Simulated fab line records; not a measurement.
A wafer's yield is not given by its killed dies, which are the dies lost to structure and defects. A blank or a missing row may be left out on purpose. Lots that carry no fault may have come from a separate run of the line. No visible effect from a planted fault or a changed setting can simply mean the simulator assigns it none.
Which tool did it? | flow rit cmos | 13 lots with 39 wafers sampled at 4 steps, on a route of 202 steps

== WHAT THE GAUGES SHOWED, per wafer ==
RIT_WELLDRIVE_RS_MEAS_02: uses a four-point probe to measure. Usual: PWELL_RS 429.3 ohm/sq, standard deviation 1.4.
lot  | measured    | on            | PWELL_RS (ohm/sq) | flag
L547 | day 2 12:16 | film metro-04 | 430.0 430.2 431.4 |
L549 | day 3 07:59 | film metro-02 | 427.4 428.2 427.8 |
L553 | day 3 17:47 | film metro-04 | 429.3 427.4 429.0 |
L552 | day 3 17:50 | film metro-02 | 427.4 429.0 428.9 |
L555 | day 4 09:08 | film metro-04 | 430.7 430.8 429.2 |
L556 | day 4 09:08 | film metro-02 | 430.2 430.8 431.5 |
L554 | day 4 09:09 | film metro-01 | 427.4 428.3 428.5 |
L557 | day 5 02:25 | film metro-02 | 427.4 427.3 427.8 |
L560 | day 5 10:41 | film metro-04 | 431.3 431.8 430.8 |
L561 | day 5 10:43 | film metro-02 | 428.1 428.5 430.4 |
L568 | day 6 15:25 | film metro-01 | 429.3 428.7 426.7 |
L567 | day 6 15:28 | film metro-04 | 430.8 430.1 430.2 |
L569 | day 7 00:05 | film metro-01 | 426.8 427.3 428.1 |

RIT_SPACER_THK_MEAS_04. Usual: SPACER_NITRIDE_THK 250.8 nm, standard deviation 2.4.
lot  | measured    | on            | SPACER_NITRIDE_THK (nm) | flag
L547 | day 3 16:04 | film metro-03 | 250.3 250.5 248.8       |
L549 | day 4 16:55 | film metro-02 | 246.6 247.8 249.7       |
L553 | day 4 23:53 | film metro-03 | 252.5 251.8 252.6       |
L552 | day 5 02:41 | film metro-03 | 252.5 251.6 250.9       |
L555 | day 5 13:08 | film metro-04 | 251.6 251.1 252.6       |
L556 | day 5 14:27 | film metro-02 | 250.9 251.4 251.5       |
L554 | day 5 07:43 | film metro-03 | 251.1 251.0 251.6       |
L557 | day 6 04:22 | film metro-04 | 253.9 254.2 254.0       |
L560 | day 6 16:22 | film metro-02 | 251.8 253.5 253.1       |
L561 | day 6 13:49 | film metro-02 | 251.6 252.1 250.1       |
L568 | day 7 13:37 | film metro-03 | 354.7 354.6 354.1       | OFF
L567 | day 7 12:16 | film metro-02 | 253.0 252.1 251.5       |
L569 | day 7 19:52 | film metro-04 | 252.7 252.1 248.3       |

== WHICH TOOL RAN EACH LOT (tool, then ch and the chambers of the sampled wafers, then the start) ==
lot  | RIT_PLDD_STRIP_09                   | RIT_SPACER_CVD_03
L547 | plasma asher-03 ch 0,1, day 3 13:31 | lpcvd-02 ch 0, day 3 14:08
L549 | plasma asher-02 ch 0,1, day 4 14:25 | lpcvd-01 ch 0, day 4 14:58
L553 | plasma asher-01 ch 0,1, day 4 21:22 | lpcvd-02 ch 0, day 4 21:58
L552 | plasma asher-03 ch 0,1, day 5 00:09 | lpcvd-02 ch 0, day 5 00:44
L555 | plasma asher-01 ch 0,1, day 5 10:37 | lpcvd-02 ch 1, day 5 11:14
L556 | plasma asher-02 ch 0,1, day 5 10:46 | lpcvd-01 ch 1, day 5 12:32
L554 | plasma asher-02 ch 1, day 5 05:09   | lpcvd-02 ch 0, day 5 05:47
L557 | plasma asher-03 ch 0,1, day 6 01:51 | lpcvd-01 ch 0, day 6 02:27
L560 | plasma asher-02 ch 0,1, day 6 13:50 | lpcvd-02 ch 1, day 6 14:28
L561 | plasma asher-02 ch 0,1, day 6 11:20 | lpcvd-01 ch 0, day 6 11:53
L568 | plasma asher-01 ch 0,1, day 7 09:52 | lpcvd-01 ch 0, day 7 11:43
L567 | plasma asher-02 ch 0,1, day 7 09:47 | lpcvd-02 ch 1, day 7 10:19
L569 | plasma asher-03 ch 0,1, day 7 17:23 | lpcvd-02 ch 0, day 7 17:56
- RIT_PLDD_STRIP_09: strips in O2, time 180 s.
- RIT_SPACER_CVD_03: deposits Si3N4 from SiH2Cl2/NH3, target thk 250 nm, time 3300 s.

== AS READ BY THE TOOLS THEMSELVES (means over the sampled wafers that have a number; for cases with no such wafer, the mark the record gives instead) ==
RIT_PLDD_STRIP_09. Usual: drypump motor current A at 5.7 A, with a standard deviation of 0.49.
lot  | tool            | drypump motor current A (A) | flag
L547 | plasma asher-03 | 5.6                         |
L549 | plasma asher-02 | 5.8                         |
L553 | plasma asher-01 | 5.7                         |
L552 | plasma asher-03 | 5.6                         |
L555 | plasma asher-01 | 5.7                         |
L556 | plasma asher-02 | 5.8                         |
L554 | plasma asher-02 | 6.5                         |
L557 | plasma asher-03 | 5.6                         |
L560 | plasma asher-02 | 6.2                         |
L561 | plasma asher-02 | 5.8                         |
L568 | plasma asher-01 | 5.7                         |
L567 | plasma asher-02 | 5.8                         |
L569 | plasma asher-03 | 5.6                         |

RIT_SPACER_CVD_03. Usual: sih2cl2 flow sccm 60.00 sccm, standard deviation 0.21; spike tc centre C 812.8 C, standard deviation 1.2; spike tc load C 835.7 C, standard deviation 1.4; spike tc source C 831.4 C, standard deviation 2.4.
lot  | tool     | sih2cl2 flow sccm (sccm) | spike tc centre C (C) | spike tc load C (C) | spike tc source C (C) | flag
L547 | lpcvd-02 | 60.24                    | 812.5                 | 835.2               | 832.8                 |
L549 | lpcvd-01 | 59.97                    | 813.4                 | 837.7               | 833.6                 |
L553 | lpcvd-02 | 59.94                    | 812.8                 | 835.5               | 834.1                 |
L552 | lpcvd-02 | 59.88                    | 813.1                 | 835.4               | 832.8                 |
L555 | lpcvd-02 | 60.24                    | 813.2                 | 835.3               | 827.6                 |
L556 | lpcvd-01 | 59.84                    | 813.6                 | 832.9               | 831.9                 |
L554 | lpcvd-02 | 59.86                    | 813.3                 | 835.3               | 833.4                 |
L557 | lpcvd-01 | 59.80                    | 813.9                 | 836.7               | 831.2                 |
L560 | lpcvd-02 | 60.30                    | 812.9                 | 835.2               | 828.2                 |
L561 | lpcvd-01 | 60.19                    | 813.4                 | 837.0               | 832.4                 |
L568 | lpcvd-01 | 60.03                    | 833.9                 | 857.7               | 853.3                 | OFF
L567 | lpcvd-02 | 59.84                    | 812.9                 | 835.9               | 829.0                 |
L569 | lpcvd-02 | 60.35                    | 812.7                 | 835.7               | 834.1                 |

== THE ANSWER, worked out from the rows above alone ==
Rule: lot off if the mean of its wafers having a number is beyond 3 standard deviations from the usual mean. A lot without any number at a reading at which 4 lots or more have one is off too. All remaining lots with rows at the step are treated as sound. After the gauges, taken in route order, come the tools' own readings; for these a lot's mean is taken, as printed above. At the first step where some lot is off, the reading lying furthest off is the one used; lots without a number count as furthest.
Off: L568, at RIT_SPACER_THK_MEAS_04 (SPACER_NITRIDE_THK).
A tool fits if, at a process step before that reading, it ran every lot that is off, and no sound lot after the first of them. Not tried: the gauges at RIT_SPACER_THK_MEAS_04; whatever is off there is also off at RIT_SPACER_CVD_03, on other tools, and gauge error can't account for it. Can't be told from this: 2 tools fit, plasma asher-01 at RIT_PLDD_STRIP_09, lpcvd-01 at RIT_SPACER_CVD_03.

== WHAT WAS PUT IN BY THE SIMULATOR ==
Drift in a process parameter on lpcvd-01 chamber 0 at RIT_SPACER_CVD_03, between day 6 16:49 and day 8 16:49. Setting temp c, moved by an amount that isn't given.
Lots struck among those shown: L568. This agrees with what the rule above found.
